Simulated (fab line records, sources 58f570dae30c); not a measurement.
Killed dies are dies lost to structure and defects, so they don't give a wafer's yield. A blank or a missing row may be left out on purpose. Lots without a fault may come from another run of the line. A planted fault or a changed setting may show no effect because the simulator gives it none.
Split-lot experiment | flow berkeley_cmos170 | 5 lots, 23 wafers read, on a route of 331 steps

THE SPLIT
At UCB170_GATE_COAT_07 (resist thk 900 nm), the setting resist_thk_nm was moved away from the recipe's 900 nm on 11 of the 23 wafers read, by -4.9% to +4.4%. The other wafers ran this setting at the recipe's value.

The reading is taken at the split's own step.

THE READING
KrF_of_GATE_COAT_07.thk_nm (the simulator's own value, which no gauge read), in nm, at UCB170_GATE_COAT_07 (resist thk 900 nm). The file gives no usual value for it. The 12 wafers here that ran the recipe average 899.7 nm, standard deviation 1.3 nm.

wafer  | tool, chamber at the split | resist_thk_nm as run, nm | against the recipe | KrF_of_GATE_COAT_07.thk_nm, nm | against lot-mates on the recipe
L074.1 | litho_track-03, 0          | 917.7                    | +2.0%              | 920.2                          | +20.4
L074.2 | litho_track-03, 0          | 900                      | recipe             | 901.2                          | -
L074.3 | litho_track-03, 0          | 900                      | recipe             | 898.1                          | -
L074.4 | litho_track-03, 0          | 900                      | recipe             | 900.1                          | -
L074.6 | litho_track-03, 0          | 917.7                    | +2.0%              | 920.9                          | +21.1
L075.1 | litho_track-04, 0          | 856                      | -4.9%              | 853.8                          | -45.0
L075.3 | litho_track-04, 0          | 856                      | -4.9%              | 850.9                          | -47.9
L075.4 | litho_track-04, 0          | 900                      | recipe             | 898.3                          | -
L075.5 | litho_track-04, 0          | 856                      | -4.9%              | 855.7                          | -43.1
L075.6 | litho_track-04, 0          | 900                      | recipe             | 899.4                          | -
L077.1 | litho_track-04, 0          | 880.3                    | -2.2%              | 882.2                          | -19.2
L077.2 | litho_track-04, 0          | 880.3                    | -2.2%              | 879.7                          | -21.7
L077.3 | litho_track-04, 0          | 880.3                    | -2.2%              | 884.5                          | -16.9
L077.4 | litho_track-04, 0          | 900                      | recipe             | 900.1                          | -
L077.6 | litho_track-04, 0          | 900                      | recipe             | 902.7                          | -
L079.2 | litho_track-03, 0          | 939.4                    | +4.4%              | 942.8                          | +43.1
L079.3 | litho_track-03, 0          | 900                      | recipe             | 898.9                          | -
L079.4 | litho_track-03, 0          | 939.4                    | +4.4%              | 938.3                          | +38.6
L079.5 | litho_track-03, 0          | 939.4                    | +4.4%              | 938.5                          | +38.9
L079.6 | litho_track-03, 0          | 900                      | recipe             | 900.4                          | -
L081.3 | litho_track-01, 0          | 900                      | recipe             | 899.1                          | -
L081.4 | litho_track-01, 0          | 900                      | recipe             | 900.5                          | -
L081.6 | litho_track-01, 0          | 900                      | recipe             | 898.1                          | -

THE FIT
A straight line over all 23 wafers: KrF_of_GATE_COAT_07.thk_nm changes by +9.28 nm for each +1% of resist_thk_nm; r = +1.00; the points scatter about the line by 2.1 nm.
The same after taking each lot's own level away (the mean of its wafers on the recipe; 23 wafers): +9.27 nm for each +1%; r = +1.00; scatter 1.7 nm.
On that fit, the largest move of resist_thk_nm shifts the reading by 45 nm.
The lots' own levels span 898.85 to 901.40 nm, that is 1.9 times the standard deviation above.
So the lot-to-lot level changes the slope little: the two slopes agree.
Check: with one of the wafers moved furthest among these (-4.9%) left out of the fit, the line predicts -45 nm for it against its lot-mates. It came out at -45 nm against them.

OTHER SPLITS ON THESE WAFERS
These wafers also went through other splits before the reading. Each is held against what the fit with the lots' levels taken away leaves over:
other split on the same wafers          | wafers away from the commonest value | r with KrF_of_GATE_COAT_07.thk_nm (lot level and that fit taken away)
UCB170_NWELL_COAT_07 resist_thk_nm      | 7                                    | +0.17
UCB170_NWELL_IMPLANT_14 energy_kev      | 6                                    | +0.02
UCB170_WELLDRIVE_OXIDATION_01 ox_time_s | 18                                   | -0.01
UCB170_ACTIVE_EXPOSE_10 dose_mj         | 7                                    | -0.07
UCB170_PFIELD_COAT_01 resist_thk_nm     | 9                                    | -0.07
UCB170_SCREENOX_OXIDATION_01 ox_time_s  | 10                                   | -0.17
UCB170_PVT_IMPLANT_07 energy_kev        | 10                                   | -0.10

THE FILE'S OWN FIT
KrF_of_GATE_COAT_07.thk_nm changes by +9.3 nm for each +1% of resist_thk_nm, r = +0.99.
